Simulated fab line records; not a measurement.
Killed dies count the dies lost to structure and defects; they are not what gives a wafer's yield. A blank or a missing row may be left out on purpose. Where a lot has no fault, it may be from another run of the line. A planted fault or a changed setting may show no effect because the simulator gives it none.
Chamber matching    flow rit-cmos    wet-bench-01 running RIT_SDANNEAL_CLEAN_00: 3 sister chambers
The step cleans in SC1, time 600 s. 5 wafers are shown with their chamber, then 5 later ones without.

== WAFERS WITH THEIR CHAMBER ==
wafer   chamber  bath-heat-duty-pct (%)  bath-guard-temp-C (C)
L728.4  3        14.9                    74.7
L728.5  3        12.8                    74.9
L737.3  0        14.1                    75.2
L737.5  0        14.3                    74.8
L742.1  2        13.3                    75.1

== WAFERS WITHOUT THEIR CHAMBER ==
wafer   bath-heat-duty-pct (%)  bath-guard-temp-C (C)
L742.2  13.4                    75.1
L742.5  12.2                    74.9
L744.2  13.2                    75.0
L744.4  12.3                    74.8
L744.5  12.6                    75.2

== THE CHAMBER EACH PASSED THROUGH ==
wafer   from the rows above           in truth
L742.2  can't be placed: 2 or 0 or 3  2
L742.5  can't be placed: 2 or 3 or 0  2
L744.2  can't be placed: 2 or 0 or 3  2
L744.4  can't be placed: 3 or 2 or 0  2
L744.5  can't be placed: 2 or 0 or 3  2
Placed correctly: 0 of 5. Cannot be placed on the basis of these rows: 5; the candidates contain the true chamber in 5. Placed wrongly: 0.
How it was worked out, from the rows above alone: a wafer's distance from a chamber is the root of the sum, over the readings, of the square of ((its reading less the chamber's mean) divided by the reading's scatter). The wafer belongs to the nearest chamber; if the next one is less than 2 further off, it can't be placed. The mean given for a chamber averages the wafers shown for that chamber. How the scatter is found: for the shown wafers, subtract from each reading the mean of its chamber, square and add these, divide the total by (wafers less chambers), then take the root.
